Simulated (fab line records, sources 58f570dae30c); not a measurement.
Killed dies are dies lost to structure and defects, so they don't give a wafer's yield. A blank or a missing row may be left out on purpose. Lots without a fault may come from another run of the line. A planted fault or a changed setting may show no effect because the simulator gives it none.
Problem report in the 8D (eight disciplines) form, filled by code | flow berkeley_cmos170 | the parts of the form that need people (team, actions taken, sign-off) are left out

1. THE PROBLEM
GATE_POLY_THK at UCB170_GATE_THK_MEAS_05 reads a mean of 173.5 nm on 6 wafers of 2 lots; wafers without a fault read 214.8 nm with a standard deviation of 1.5. That is -28 standard deviations from the usual mean.
First seen on wafer L487.1, day 11 18:19, on film_metro-04. The record holds 42 wafers of 14 lots with a number at this step. Rule for "out", or "out of limits": more than 4 standard deviations from the usual mean. The other wafers with a number count as sound.

2. WHAT IT IS AND WHAT IT IS NOT
question                    | is                           | is not
which readings at this step | GATE_POLY_THK                | -
which lots                  | L487, L488                   | L466, L467, L468, L469, L470, L471, L473, L474, L475, L476, L477, L478
which wafers of those lots  | all that have a number       | -
read on which gauges        | film_metro-01, film_metro-04 | film_metro-02
when                        | from day 11 18:19            | up to then (36 sound wafers)

3. SUSPECTS, AND WHAT RULES EACH OUT
Counting: a tool at a process step up to the reading stays a suspect if it ran every lot that is out and no sound lot after the first of them.
- the gauge at UCB170_GATE_THK_MEAS_05: ruled out. The wafers that are out were read on 2 gauges (film_metro-01, film_metro-04).
- lpcvd-01 at UCB170_GATE_CVD_04 (deposits poly-Si from SiH4, time 1440 s, target thk 214 nm): kept. It ran every lot that is out, first L487 (day 11 16:55), and no sound lot after that; its last sound lot up to then is L478 (day 9 20:04). Its own readings are out on those wafers: sih4_flow_sccm.
Left after counting: lpcvd-01 at UCB170_GATE_CVD_04.

4. THE CAUSE (what the simulator had put in)
Process parameter drift: lpcvd-01, from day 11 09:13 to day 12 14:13, at UCB170_GATE_CVD_04. Setting sih4_flow_sccm, moved by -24, from 120. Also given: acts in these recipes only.
Counting left only this tool.

5. THE CHAIN OF EFFECTS, in route order
Each row: a reading whose mean over the struck wafers that have a number lies more than 3 standard deviations from the usual. Only readings for which the record gives a usual standard deviation are gone through. hours: the time from each lot's start at the first step in this table that gives one to its start at this step, as a median over the lots. sigmas: the change in usual standard deviations.
hours | step                    | reading        | usual      | on struck wafers | change | sigmas
0     | UCB170_GATE_CVD_04      | sih4_flow_sccm | 120.0 sccm | 96.1             | -23.9  | -66
1     | UCB170_GATE_THK_MEAS_05 | GATE_POLY_THK  | 214.8 nm   | 173.5            | -41.3  | -28
7     | UCB170_GATE_ETCH_15     | oes_product_au | 0.830 a.u. | 0.720            | -0.110 | -9.2
The process steps in it:
- UCB170_GATE_CVD_04: deposits poly-Si from SiH4, time 1440 s, target thk 214 nm.
- UCB170_GATE_ETCH_15: etches poly-Si in HBr/Cl2, stops on SiO2, time 56.3 s, target depth 278.2 nm.

6. WHAT WOULD HAVE CAUGHT IT SOONER
In this record the first reading out of limits at a measuring or inspecting step was taken at day 11 18:19, 9 hours after the fault began at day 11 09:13.
The tool's own readings at UCB170_GATE_CVD_04 were out on every struck wafer that the step has a row for (sih4_flow_sccm): an alarm limit on them would have fired on the first of those.
All the lots that are out (2) had begun UCB170_GATE_CVD_04 on lpcvd-01 by day 11 18:19. A hold on the tool at that time would have spared none of them.
